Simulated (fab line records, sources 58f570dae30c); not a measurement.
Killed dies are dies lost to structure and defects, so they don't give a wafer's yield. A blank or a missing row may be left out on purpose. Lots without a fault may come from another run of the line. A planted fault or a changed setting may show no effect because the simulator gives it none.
Which tool did it? | flow berkeley_cmos170 | 15 lots, 45 wafers sampled, at 3 steps of a route of 331

WHAT THE GAUGES READ, wafer by wafer
UCB170_START_THK_MEAS_03.
lot  | measured    | on            | START_OXIDE_THK (nm)
L186 | day 1 17:07 | film_metro-03 | 20.3 20.1 20.0
L188 | day 2 02:33 | film_metro-03 | 19.8 19.9 19.9
L189 | day 2 05:18 | film_metro-03 | 20.2 20.7 20.1
L190 | day 2 11:58 | film_metro-02 | 19.2 19.5 19.5
L191 | day 2 17:25 | film_metro-02 | 19.5 19.1 19.6
L193 | day 3 01:40 | film_metro-03 | 19.4 19.2 19.6
L194 | day 3 09:40 | film_metro-02 | 19.8 19.9 19.7
L196 | day 3 18:37 | film_metro-03 | 20.2 19.8 20.0
L197 | day 3 21:25 | film_metro-03 | 20.0 20.3 20.2
L198 | day 4 03:14 | film_metro-01 | 19.6 19.5 19.3
L202 | day 4 20:14 | film_metro-02 | 19.7 19.6 19.6
L204 | day 5 10:02 | film_metro-03 | 20.2 19.8 20.1
L206 | day 5 22:53 | film_metro-01 | 20.1 20.1 20.2
L208 | day 6 07:02 | film_metro-02 | 20.6 20.5 20.5
L209 | day 6 07:02 | film_metro-01 | 19.6 19.4 20.0

UCB170_WELLDRIVE_THK_MEAS_02.
lot  | measured    | on            | WELLDRIVE_OXIDE_THK (nm)
L186 | day 3 23:21 | film_metro-02 | 194 196 195
L188 | day 4 12:08 | film_metro-02 | 199 203 202
L189 | day 4 12:05 | film_metro-01 | 197 198 199
L190 | day 4 16:38 | film_metro-04 | 198 198 200
L191 | day 5 08:06 | film_metro-02 | 197 197 195
L193 | day 5 08:05 | film_metro-04 | 195 194 190
L198 | day 6 10:45 | film_metro-04 | 200 200 197
L202 | day 7 01:30 | film_metro-02 | 199 199 199
L204 | day 7 14:46 | film_metro-01 | 191 193 189
L206 | day 8 11:59 | film_metro-01 | 193 192 196
L208 | day 8 16:50 | film_metro-04 | 195 198 195
L209 | day 8 11:59 | film_metro-02 | 194 193 195

WHICH TOOL RAN EACH LOT (tool, then ch and the chambers of the sampled wafers, then the start)
lot  | UCB170_PWELL_PEB_11
L186 | litho_track-03 ch 0, day 3 11:26
L188 | litho_track-01 ch 0, day 3 21:00
L189 | litho_track-02 ch 0, day 3 21:00
L190 | litho_track-02 ch 0, day 4 03:40
L191 | litho_track-02 ch 0, day 4 18:11
L193 | litho_track-02 ch 0, day 4 17:26
L194 | litho_track-03, day 5 03:47
L196 | litho_track-03, day 5 12:15
L197 | litho_track-01, day 5 12:14
L198 | litho_track-03 ch 0, day 5 20:50
L202 | litho_track-02 ch 0, day 6 12:50
L204 | litho_track-03 ch 0, day 7 04:02
L206 | litho_track-01 ch 0, day 7 14:59
L208 | litho_track-03 ch 0, day 7 23:31
L209 | litho_track-02 ch 0, day 7 23:17
- UCB170_PWELL_PEB_11

WHAT THE TOOLS THEMSELVES READ (means of the sampled wafers that have a number; where no wafer has one, the mark that the record gives instead)
UCB170_PWELL_PEB_11.
lot  | tool           | chill_plate_temp_C (C) | exhaust_pa (Pa)
L186 | litho_track-03 | 23.16                  | 44.7
L188 | litho_track-01 | 22.97                  | 44.2
L189 | litho_track-02 | 23.07                  | 44.6
L190 | litho_track-02 | 22.97                  | 44.3
L191 | litho_track-02 | 23.08                  | 44.1
L193 | litho_track-02 | 22.99                  | 45.3
L194 | litho_track-03 | -                      | -
L196 | litho_track-03 | -                      | -
L197 | litho_track-01 | -                      | -
L198 | litho_track-03 | 23.13                  | 44.6
L202 | litho_track-02 | 23.03                  | 44.7
L204 | litho_track-03 | 22.99                  | 43.9
L206 | litho_track-01 | 22.98                  | 45.2
L208 | litho_track-03 | 23.03                  | 43.5
L209 | litho_track-02 | 22.92                  | 46.0

THE ANSWER, worked out from the rows above alone
Rule: what is usual is taken from the lots themselves. Put in order of their means at a reading, lots are off if they are a third of the lots or fewer, leave a main group of 4 or more, and stand apart from it by a gap of 3 or more times the standard deviation of the main group's means; of several such gaps the widest counts. A main group whose means are all the same, to the digits that the tables above print for the reading, isn't used. A lot without any number at a reading at which 4 lots or more have one is off too. The other lots that the step has rows for count as sound. The gauges are gone through in route order, then the tools' own readings, and for those a lot's mean is taken as printed above. The first step at which some lot is off is used, and at that step the reading that is off furthest; a lot without a number counts as furthest.
Off: L194, L196, L197, at UCB170_PWELL_PEB_11 (chill_plate_temp_C). Without a number there: L194, L196, L197. The main group: mean 23.03 C, standard deviation 0.068.
A tool fits if, at that step or a process step before it, it ran every lot that is off, and no sound lot after the first of them. None of those tried fits.

WHAT THE SIMULATOR HAD PUT IN
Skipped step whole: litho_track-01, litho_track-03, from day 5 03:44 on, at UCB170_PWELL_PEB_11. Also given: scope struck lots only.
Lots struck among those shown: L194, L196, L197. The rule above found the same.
